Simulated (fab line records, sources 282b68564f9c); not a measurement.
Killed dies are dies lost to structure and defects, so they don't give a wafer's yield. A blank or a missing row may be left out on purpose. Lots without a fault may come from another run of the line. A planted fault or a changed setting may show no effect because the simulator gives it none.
Which tool did it? | flow rit_cmos | 13 lots, 39 wafers sampled, at 4 steps of a route of 202

WHAT THE GAUGES READ, wafer by wafer
RIT_FOX2_THK_MEAS_90. Usual: FIELD_OXIDE_LEFT_1_THK 325 nm, standard deviation 5.6.
lot  | measured    | on            | FIELD_OXIDE_LEFT_1_THK (nm) | flag
L423 | day 2 00:20 | film_metro-04 | 331 334 328                 |
L424 | day 2 06:44 | film_metro-02 | 316 322 317                 |
L425 | day 2 12:43 | film_metro-02 | 327 326 328                 |
L427 | day 2 20:44 | film_metro-02 | 327 327 323                 |
L428 | day 3 00:07 | film_metro-04 | 324 334 327                 |
L437 | day 5 02:20 | film_metro-04 | 329 335 335                 |
L438 | day 5 05:16 | film_metro-04 | 325 332 327                 |
L439 | day 5 14:31 | film_metro-02 | 323 326 321                 |
L440 | day 5 14:33 | film_metro-04 | 320 324 326                 |
L441 | day 5 20:21 | film_metro-02 | 324 326 328                 |
L442 | day 5 20:21 | film_metro-04 | 330 333 336                 |
L444 | day 6 07:30 | film_metro-03 | 319 319 320                 |
L445 | day 6 11:17 | film_metro-04 | 319 320 321                 |

RIT_CONTACT_OVL_MEAS_09. Usual: CONTACT_OVL -0.2 nm, standard deviation 1.3.
lot  | measured    | on         | CONTACT_OVL (nm) | flag
L423 | day 3 15:16 | overlay-02 | 0.9 0.5 -0.5     |
L424 | day 4 04:15 | overlay-02 | -0.8 -0.1 1.9    |
L425 | day 4 17:07 | overlay-01 | 0.8 -2.1 -1.7    |
L427 | day 4 23:46 | overlay-01 | 0.0 -0.5 -0.6    |
L428 | day 5 05:37 | overlay-02 | -2.1 -2.1 0.3    |
L437 | day 6 17:44 | overlay-02 | 0.6 2.3 0.9      |
L438 | day 6 18:55 | overlay-01 | 0.7 -1.2 -1.6    |
L439 | day 7 03:31 | overlay-01 | -1.1 -0.4 -1.8   |
L440 | day 7 03:04 | overlay-02 | 1.3 0.5 0.1      |
L441 | day 7 09:20 | overlay-01 | -0.4 1.1 -1.6    |
L442 | day 7 07:25 | overlay-01 | -0.7 0.6 -0.1    |
L444 | day 7 17:18 | overlay-01 | -1.0 0.1 0.5     |
L445 | day 7 22:35 | overlay-02 | -0.7 2.1 -1.7    |

WHICH TOOL RAN EACH LOT (tool, then ch and the chambers of the sampled wafers, then the start)
lot  | RIT_NSD_STRIP_09                    | RIT_PSD_EXPOSE_03
L423 | plasma_asher-02 ch 0,1, day 3 10:43 | iline_stepper-02 ch 0, day 3 11:32
L424 | plasma_asher-03 ch 0,1, day 3 23:43 | iline_stepper-01 ch 0, day 4 00:32
L425 | plasma_asher-02 ch 0,1, day 4 12:37 | iline_stepper-02 ch 0, day 4 13:25
L427 | plasma_asher-01 ch 0,1, day 4 18:50 | iline_stepper-02 ch 0, day 4 19:38
L428 | plasma_asher-01 ch 0,1, day 5 01:04 | iline_stepper-01 ch 0, day 5 01:53
L437 | plasma_asher-01 ch 0,1, day 6 12:52 | iline_stepper-02 ch 0, day 6 13:33
L438 | plasma_asher-02 ch 0,1, day 6 13:18 | iline_stepper-01 ch 0, day 6 14:14
L439 | plasma_asher-01 ch 0,1, day 6 22:49 | iline_stepper-02 ch 0, day 6 23:41
L440 | plasma_asher-03 ch 0,1, day 6 22:33 | iline_stepper-02 ch 0, day 6 23:22
L441 | plasma_asher-02 ch 0,1, day 7 04:49 | iline_stepper-01 ch 0, day 7 05:37
L442 | plasma_asher-03 ch 0,1, day 7 02:45 | iline_stepper-02 ch 0, day 7 03:26
L444 | plasma_asher-01 ch 0, day 7 13:01   | iline_stepper-01 ch 0, day 7 13:43
L445 | plasma_asher-02 ch 0,1, day 7 17:52 | iline_stepper-02 ch 0, day 7 18:55
- RIT_NSD_STRIP_09: strips in O2, time 180 s.
- RIT_PSD_EXPOSE_03: exposes mask M10, target cd 40900 nm.

WHAT THE TOOLS THEMSELVES READ (means of the sampled wafers that have a number; where no wafer has one, the mark that the record gives instead)
RIT_NSD_STRIP_09. Usual: drypump_motor_current_A 5.8 A, standard deviation 0.46.
lot  | tool            | drypump_motor_current_A (A) | flag
L423 | plasma_asher-02 | 6.2                         |
L424 | plasma_asher-03 | 5.0                         |
L425 | plasma_asher-02 | 5.9                         |
L427 | plasma_asher-01 | 5.8                         |
L428 | plasma_asher-01 | 5.9                         |
L437 | plasma_asher-01 | 5.9                         |
L438 | plasma_asher-02 | 6.2                         |
L439 | plasma_asher-01 | 5.9                         |
L440 | plasma_asher-03 | 5.4                         |
L441 | plasma_asher-02 | 6.0                         |
L442 | plasma_asher-03 | 5.0                         |
L444 | plasma_asher-01 | 6.0                         |
L445 | plasma_asher-02 | 6.0                         |

THE ANSWER, worked out from the rows above alone
Rule: a lot is off if the mean of its wafers that have a number lies more than 3 standard deviations from the usual mean. A lot without any number at a reading at which 4 lots or more have one is off too. The other lots that the step has rows for count as sound. The gauges are gone through in route order, then the tools' own readings, and for those a lot's mean is taken as printed above. The first step at which some lot is off is used, and at that step the reading that is off furthest; a lot without a number counts as furthest.
No lot is off at any reading shown: from this, nothing can be told.

WHAT THE SIMULATOR HAD PUT IN
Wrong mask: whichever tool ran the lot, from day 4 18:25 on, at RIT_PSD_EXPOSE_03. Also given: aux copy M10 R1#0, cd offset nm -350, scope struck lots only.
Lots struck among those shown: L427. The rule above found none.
